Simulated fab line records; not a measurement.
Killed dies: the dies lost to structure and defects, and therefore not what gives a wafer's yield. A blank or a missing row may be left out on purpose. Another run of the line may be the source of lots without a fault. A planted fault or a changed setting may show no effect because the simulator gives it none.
fab line records	flow rit-cmos
record lots=7	wafers=21	last-day=7
route steps=202 shown REOX@100 NLDD@103 PLDD@114 M1@202
lots with no fault: from the same line, run without faults
start-h: hours from the record's opening day to when the first of the lot's shown wafers began	wait-h: time in hours since the lot's previous step	" the same as in the row above	L1.1+2: several wafers, shown together as one row	- no value present, or no start provided	* or withheld: withheld	< > ~ a bound
route shown NAME@n: a module of which the file shows steps, and the number in the route of the first	usual: mean/standard deviation of fault-free wafers	same: alike in all rows	chamber/n: place in a boat	sites: the reading at each site	_std_site: standard deviation of those values	_edge_site: the outer-site mean with the inner-site mean subtracted	radius-mm: for every site, how far away it sits from the centre of the wafer	mask NAME#n: copy n	behind: the tool/chamber that last shaped the wafer	hold: why the lot went on hold/how many hours it stayed there/how the hold came to an end	device: names the non-switching transistor (n, p or np)	end of line: tests run on the same wafers once the route is complete	for a step that has no rows: nothing shown but its recipe	killed: at the first sort, the dies lost to defects and structure; wafer yield is something else	map: dies across one wafer; x = killed, . = not, _ = none there
set.NAME: the setting the step ran with; set.NAME@STEP: the setting that earlier step ran with	model.NAME: the simulator's own value behind a step, which no gauge read
lots at selected steps of the route; one table per step, one row per wafer
services: when a tool's chamber went out of use (start-h, in hours from the record's first day, below 0 if earlier), for how many hours, and the reason
## steps
# step RIT_REOX_CLEAN_02
# recipe chemistry=SC2	mix=3:3:50	time-s=600	temp-c=75	dry=n2-spin
# step RIT_REOX_OXIDATION_03
# recipe temp-c=900	ambient=O2	target-thk-a=252	ox-time-s=5580
# step RIT_REOX_THK_MEAS_04
# recipe reads=SiO2_of_REOX_OXIDATION_03
# usual REOX_OXIDE_THK=24.9/0.4
lot.wafer	tool	chamber	start-h	wait-h	REOX_OXIDE_THK[nm]
L794.3	film-metro-04	-	61.21	0.0	25.4
L794.4	"	-	"	"	25.4
L794.5	"	-	"	"	25.1
L803.3	film-metro-04	-	106.84	0.0	24.2
L803.4	"	-	"	"	24.4
L803.5	"	-	"	"	24.2
L807.1	film-metro-01	-	124.49	0.0	25.4
L807.2	"	-	"	"	25.2
L807.6	"	-	"	"	25.6
L808.4	film-metro-04	-	135.79	0.0	24.6
L808.5	"	-	"	"	24.5
L808.6	"	-	"	"	24.8
L809.2	film-metro-03	-	136.30	0.0	24.6
L809.4	"	-	"	"	24.7
L809.5	"	-	"	"	25.5
L812.1	film-metro-01	-	150.24	0.0	24.7
L812.4	"	-	"	"	24.5
L812.5	"	-	"	"	24.7
L813.1	film-metro-04	-	156.00	0.0	24.0
L813.3	"	-	"	"	24.7
L813.5	"	-	"	"	24.4
# step RIT_NLDD_HMDS_00
# recipe prime-time-s=60	prime-temp-c=140
# step RIT_NLDD_COAT_01
# recipe resist=NOVOLAK	spin-rpm=3250	resist-thk-nm=1000
# step RIT_NLDD_SOFTBAKE_02
# recipe resist=NOVOLAK	temp-c=90	time-s=60
# step RIT_NLDD_EXPOSE_03
# recipe mask-id=M7	na=0.57	target-cd-nm=40700	dose-mj=250
# step RIT_NLDD_PEB_04
# recipe resist=NOVOLAK	temp-c=withheld	time-s=withheld
# step RIT_NLDD_DEVELOP_05
# recipe resist=NOVOLAK	develop-time-s=50	dev-temp-c=23
# step RIT_NLDD_OVL_MEAS_06
# usual NLDD_OVL=0.6/1.6
lot.wafer	tool	chamber	start-h	wait-h	NLDD_OVL[nm]
L794.3	overlay-01	-	62.11	-	-0.7
L794.4	"	-	"	"	-1.4
L794.5	"	-	"	"	-1.4
L803.3	overlay-01	-	107.77	-	0.6
L803.4	"	-	"	"	1.8
L803.5	"	-	"	"	2.6
L807.1	overlay-02	-	125.40	-	-1.3
L807.2	"	-	"	"	-2.7
L807.6	"	-	"	"	-1.8
L808.4	overlay-02	-	137.06	-	1.4
L808.5	"	-	"	"	-0.9
L808.6	"	-	"	"	0.9
L809.2	overlay-02	-	137.31	-	0.6
L809.4	"	-	"	"	1.1
L809.5	"	-	"	"	2.1
L812.1	overlay-02	-	151.41	-	-1.9
L812.4	"	-	"	"	-3.1
L812.5	"	-	"	"	-0.6
L813.1	overlay-01	-	156.91	-	0.3
L813.3	"	-	"	"	0.5
L813.5	"	-	"	"	0.9
# step RIT_NLDD_HARDBAKE_07
# recipe resist=NOVOLAK	temp-c=140	time-s=60
# step RIT_NLDD_IMPLANT_08
# recipe species=P	energy-kev=20.13	dose-cm2=5e+14	tilt-deg=7
# step RIT_NLDD_STRIP_09
# recipe chemistry=O2	time-s=180	resist=NOVOLAK	platen-temp-c=withheld	power-w=500	pressure-mtorr=4000	o2-flow-sccm=4000
# usual chamber-pressure-mTorr=4000/4	drypump-motor-current-A=5.5/0.37	time-s=180/0
lot.wafer	tool	chamber	start-h	wait-h	chamber-pressure-mTorr	drypump-motor-current-A	rf-hours-counter-h	time-s	model.NOVOLAK_of_NLDD_COAT_01.thk-nm
L794.3	plasma-asher-03	1	62.50	0.1	4005	5.7	-	180	0
L794.4	"	0	"	"	4000	4.8	-	180	0
L794.5	"	1	"	"	4004	5.7	-	180	0
L803.3	plasma-asher-04	1	108.16	0.1	3998	5.5	-	180	0
L803.4	"	0	"	"	3995	5.8	-	180	0
L803.5	"	1	"	"	4006	5.5	-	180	0
L807.1	plasma-asher-03	0	125.74	0.1	-	-	-	-	884.3
L807.2	"	1	"	"	-	-	-	-	883.6
L807.6	"	1	"	"	-	-	-	-	883.7
L808.4	plasma-asher-03	1	137.43	0.1	-	-	-	-	885.7
L808.5	"	1	"	"	-	-	-	-	887.6
L808.6	"	0	"	"	-	-	-	-	888.4
L809.2	plasma-asher-02	1	137.64	0.1	-	-	-	-	884
L809.4	"	0	"	"	-	-	-	-	886.3
L809.5	"	1	"	"	-	-	-	-	885.7
L812.1	plasma-asher-04	1	151.85	0.1	4002	5.5	4	180	0
L812.4	"	1	"	"	4000	5.5	-	180	0
L812.5	"	1	"	"	3996	5.5	-	180	0
L813.1	plasma-asher-02	0	157.25	0.1	4003	5.3	53	180	0
L813.3	"	1	"	"	3997	5.7	-	180	0
L813.5	"	1	"	"	3997	5.7	-	180	0
# step RIT_NLDD_TW_MEAS_10
# usual NLDD_TW=2477/23
lot.wafer	tool	chamber	start-h	wait-h	NLDD_TW
L794.3	film-metro-03	-	62.63	0.1	2452
L794.4	"	-	"	"	2468
L794.5	"	-	"	"	2464
L803.3	film-metro-03	-	108.29	0.1	2461
L803.4	"	-	"	"	2454
L803.5	"	-	"	"	2468
L807.1	film-metro-01	-	125.91	0.1	2495
L807.2	"	-	"	"	2508
L807.6	"	-	"	"	2490
L808.4	film-metro-03	-	137.58	0.1	2466
L808.5	"	-	"	"	2466
L808.6	"	-	"	"	2453
L809.2	film-metro-01	-	137.82	0.1	2501
L809.4	"	-	"	"	2517
L809.5	"	-	"	"	2500
L812.1	film-metro-02	-	152.03	0.1	2476
L812.4	"	-	"	"	2471
L812.5	"	-	"	"	2462
L813.1	film-metro-02	-	157.42	0.1	2474
L813.3	"	-	"	"	2447
L813.5	"	-	"	"	2473
# step RIT_PLDD_HMDS_00
# recipe prime-time-s=60	prime-temp-c=140
# step RIT_PLDD_COAT_01
# recipe resist=NOVOLAK	spin-rpm=3250	resist-thk-nm=1000
# step RIT_PLDD_SOFTBAKE_02
# recipe resist=NOVOLAK	temp-c=90	time-s=60
# step RIT_PLDD_EXPOSE_03
# recipe mask-id=M8	na=0.57	target-cd-nm=40900	dose-mj=250
# step RIT_PLDD_PEB_04
# recipe resist=NOVOLAK	temp-c=withheld	time-s=withheld
# step RIT_PLDD_DEVELOP_05
# recipe resist=NOVOLAK	develop-time-s=50	dev-temp-c=23
# step RIT_PLDD_OVL_MEAS_06
# usual PLDD_OVL=-0.4/1.4
lot.wafer	tool	chamber	start-h	wait-h	PLDD_OVL[nm]
L794.3	overlay-02	-	63.54	-	-3.6
L794.4	"	-	"	"	-2.4
L794.5	"	-	"	"	-3.5
L803.3	overlay-02	-	109.32	-	-0.5
L803.4	"	-	"	"	0.9
L803.5	"	-	"	"	0.5
L807.1	overlay-02	-	127.05	-	-0.6
L807.2	"	-	"	"	-0.8
L807.6	"	-	"	"	-1.3
L808.4	overlay-02	-	138.48	-	1.8
L808.5	"	-	"	"	0.1
L808.6	"	-	"	"	0.5
L809.2	overlay-01	-	138.75	-	1.0
L809.4	"	-	"	"	-0.1
L809.5	"	-	"	"	0.0
L812.1	overlay-02	-	153.06	-	-0.5
L812.4	"	-	"	"	-0.5
L812.5	"	-	"	"	0.2
L813.1	overlay-01	-	158.46	-	0.2
L813.3	"	-	"	"	-0.7
L813.5	"	-	"	"	-1.0
# step RIT_PLDD_HARDBAKE_07
# recipe resist=NOVOLAK	temp-c=140	time-s=60
# step RIT_PLDD_IMPLANT_08
# recipe species=BF2	energy-kev=20	dose-cm2=9e+14	tilt-deg=7
# step RIT_PLDD_STRIP_09
# recipe chemistry=O2	time-s=180	resist=NOVOLAK	platen-temp-c=withheld	power-w=500	pressure-mtorr=4000	o2-flow-sccm=4000
# usual chamber-pressure-mTorr=4000/3.7	drypump-motor-current-A=5.4/0.46
# same time-s=180
lot.wafer	tool	chamber	start-h	wait-h	chamber-pressure-mTorr	drypump-motor-current-A	rf-hours-counter-h
L794.3	plasma-asher-04	1	63.92	0.1	4000	5.5	-
L794.4	"	0	"	"	3999	5.8	-
L794.5	"	0	"	"	4004	5.7	-
L803.3	plasma-asher-03	0	109.70	0.1	3998	4.8	-
L803.4	"	1	"	"	3996	5.7	-
L803.5	"	1	"	"	4004	5.7	-
L807.1	plasma-asher-03	1	127.39	0.1	4001	5.7	50
L807.2	"	0	"	"	3996	4.8	50
L807.6	"	0	"	"	3998	4.8	-
L808.4	plasma-asher-01	1	138.93	0.1	3999	5.8	-
L808.5	"	0	"	"	3999	4.8	-
L808.6	"	1	"	"	3996	5.9	-
L809.2	plasma-asher-04	1	139.08	0.1	4007	5.5	2
L809.4	"	0	"	"	4002	5.7	-
L809.5	"	0	"	"	3999	5.8	-
L812.1	plasma-asher-03	0	153.40	0.1	3992	4.8	53
L812.4	"	1	"	"	4002	5.7	-
L812.5	"	1	"	"	3995	5.7	-
L813.1	plasma-asher-03	1	158.79	0.1	4002	5.7	54
L813.3	"	1	"	"	3995	5.7	-
L813.5	"	1	"	"	3999	5.7	-
# step RIT_PLDD_TW_MEAS_10
# usual PLDD_TW=2335/22
lot.wafer	tool	chamber	start-h	wait-h	hold	PLDD_TW
L794.3	film-metro-03	-	64.05	0.1	-	2305
L794.4	"	-	"	"	-	2299
L794.5	"	-	"	"	-	2309
L803.3	film-metro-01	-	109.84	0.1	-	2366
L803.4	"	-	"	"	-	2359
L803.5	"	-	"	"	-	2369
L807.1	film-metro-03	-	127.56	0.1	await-dispo/0.2h/release	30
L807.2	"	-	"	"	await-dispo/0.2h/release	30
L807.6	"	-	"	"	await-dispo/0.2h/release	30
L807.1	film-metro-03	-	127.79	0.2	-	30
L807.2	"	-	"	"	-	30
L807.6	"	-	"	"	-	30
L808.4	film-metro-02	-	139.08	0.1	await-dispo/0.2h/release	30
L808.5	"	-	"	"	await-dispo/0.2h/release	30
L808.6	"	-	"	"	await-dispo/0.2h/release	30
L808.4	film-metro-02	-	139.30	0.2	-	30
L808.5	"	-	"	"	-	30
L808.6	"	-	"	"	-	30
L809.2	film-metro-01	-	139.26	0.1	await-dispo/0.2h/release	30
L809.4	"	-	"	"	await-dispo/0.2h/release	30
L809.5	"	-	"	"	await-dispo/0.2h/release	30
L809.2	film-metro-01	-	139.49	0.2	-	30
L809.4	"	-	"	"	-	30
L809.5	"	-	"	"	-	30
L812.1	film-metro-01	-	153.58	0.1	-	2355
L812.4	"	-	"	"	-	2357
L812.5	"	-	"	"	-	2368
L813.1	film-metro-02	-	158.97	0.1	-	2308
L813.3	"	-	"	"	-	2314
L813.5	"	-	"	"	-	2320
# step RIT_M1_PROBE_99
# usual defect-limited-yield=97.3/1.2	killed-at-front-end=7/3.2	killed-dies=7/3.2	killed-open=3.6/2.1	killed-short=3.5/2.1	sort_bin_3_pad_short=0.1/0.21	sort_bin_5_function=1.6/0.88	sort_bin_6_memory=1.0/0.66	sort-n-pass=257/3.2	sort-yield-pct=97.3/1.2
# same gross-dies=264	killed_at_M0_to_M3=0	killed_at_M4_up=0	killed-at-back-side=0	killed-at-contacts=0	killed-at-other=0
lot.wafer	tool	chamber	start-h	wait-h	defect-limited-yield[%]	killed-at-front-end	killed-dies	killed-open	killed-short	sort_bin_3_pad_short[%]	sort_bin_5_function[%]	sort_bin_6_memory[%]	sort-n-pass	sort-yield-pct[%]
L794.3	prober-02	-	78.05	0.2	97.7	6	6	4	2	0	1.9	0.4	258	97.7
L794.4	prober-02	-	78.10	0.2	98.1	5	5	2	3	0.8	0.8	0.4	259	98.1
L794.5	prober-02	-	78.15	0.2	98.9	3	3	2	1	0	0.8	0.4	261	98.9
L803.3	prober-01	-	123.77	0.2	98.1	5	5	3	2	0	0.8	1.1	259	98.1
L803.4	prober-01	-	123.82	0.2	97.7	6	6	5	1	0	0.8	1.5	258	97.7
L803.5	prober-01	-	123.87	0.2	97.0	8	8	4	4	0	2.7	0.4	256	97.0
L812.1	prober-02	-	167.87	0.1	99.2	2	2	0	2	0	0.4	0.4	262	99.2
L812.4	prober-02	-	168.02	0.2	97.0	8	8	3	5	0	2.7	0.4	256	97.0
L812.5	prober-02	-	168.07	0.2	95.1	13	13	5	8	0.4	3.8	0.8	251	95.1
L813.1	prober-01	-	173.00	0.1	95.8	11	11	5	6	0.4	3.0	0.8	253	95.8
L813.3	prober-01	-	173.10	0.2	98.1	5	5	3	2	0	1.9	0	259	98.1
L813.5	prober-01	-	173.20	0.2	97.3	7	7	5	1	0	1.9	0.8	257	97.3
# killed by level:class
L794.3 GATE:geometric-particle:open=4 FOX1:geometric-particle:short=1 GATE:geometric-particle:short=1
L794.4 GATE:geometric-particle:short=1 REOX:geometric-particle:open=1 SPACER:geometric-particle:short=1 SILICIDE:geometric-particle:short=1 SILICIDE:geometric-particle:open=1
L794.5 SPACER:geometric-particle:open=1 SILICIDE:geometric-particle:short=1 SILICIDE:geometric-particle:open=1
L803.3 GATE:geometric-particle:open=3 FOX1:geometric-particle:short=2
L803.4 FOX1:geometric-particle:open=2 GATE:geometric-particle:open=2 FOX2:geometric-particle:short=1 SPACER:geometric-particle:open=1
L803.5 GATE:geometric-particle:open=2 SPACER:geometric-particle:short=2 FOX2:geometric-particle:short=1 GATE:geometric-particle:short=1 REOX:geometric-particle:open=1 SPACER:geometric-particle:open=1
L812.1 GATE:geometric-particle:short=2
L812.4 GATE:geometric-particle:short=4 GATE:geometric-particle:open=3 SPACER:geometric-particle:short=1
L812.5 REOX:geometric-particle:short=4 FOX1:geometric-particle:open=3 FOX1:geometric-particle:short=2 GATE:geometric-particle:open=1 SPACER:geometric-particle:short=1 SPACER:geometric-particle:open=1 SILICIDE:geometric-particle:short=1
L813.1 GATE:geometric-particle:short=4 FOX1:geometric-particle:open=1 GATE:geometric-particle:open=1 REOX:geometric-particle:open=1 REOX:geometric-particle:short=1 SPACER:geometric-particle:open=1 SPACER:geometric-particle:short=1 SILICIDE:geometric-particle:open=1
L813.3 GATE:geometric-particle:open=2 REOX:geometric-particle:open=1 REOX:geometric-particle:short=1 SPACER:geometric-particle:short=1
L813.5 GATE:geometric-particle:open=3 FOX1:geometric-particle:open=1 REOX:geometric-particle:open=1 SILICIDE:geometric-particle:short=1 PSD:coat-microbubble-printed=1
## services
tool	chamber	start-h	hours	kind
plasma-asher-04	-	54.47	2.2	repair
plasma-asher-01	-	70.32	15.6	pm
plasma-asher-04	-	108.75	9.0	pm
plasma-asher-04	0	108.75	9.0	vent-cycle
plasma-asher-04	1	108.75	9.0	vent-cycle
plasma-asher-04	0	117.75	-	clean
plasma-asher-04	1	117.75	-	clean
plasma-asher-02	-	122.05	2.1	repair
## key
first-sign step=RIT_NLDD_STRIP_09	reading=tool-record	direction=missing
effect step=RIT_PLDD_TW_MEAS_10	reading=visit	direction=added
effect step=RIT_PLDD_TW_MEAS_10	reading=PLDD_TW	direction=down	sigmas=99+	usual=2335	struck=30
model-effect step=RIT_NLDD_STRIP_09	value=NOVOLAK_of_NLDD_COAT_01.thk-nm	without=0	struck=885.5
met-at RIT_NLDD_STRIP_09
struck-wafers L807.1,L807.2,L807.6,L808.4,L808.5,L808.6,L809.2,L809.4,L809.5
scrapped-behind RIT_PLDD_TW_MEAS_10 L807.1,L807.2,L807.6,L808.4,L808.5,L808.6,L809.2,L809.4,L809.5
onset-between 62.50 125.74
fault kind=skipped-step-whole	tool=plasma-asher-02,plasma-asher-03	chamber=-	onset-h=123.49	steps=RIT_NLDD_STRIP_09	scope=struck-lots-only
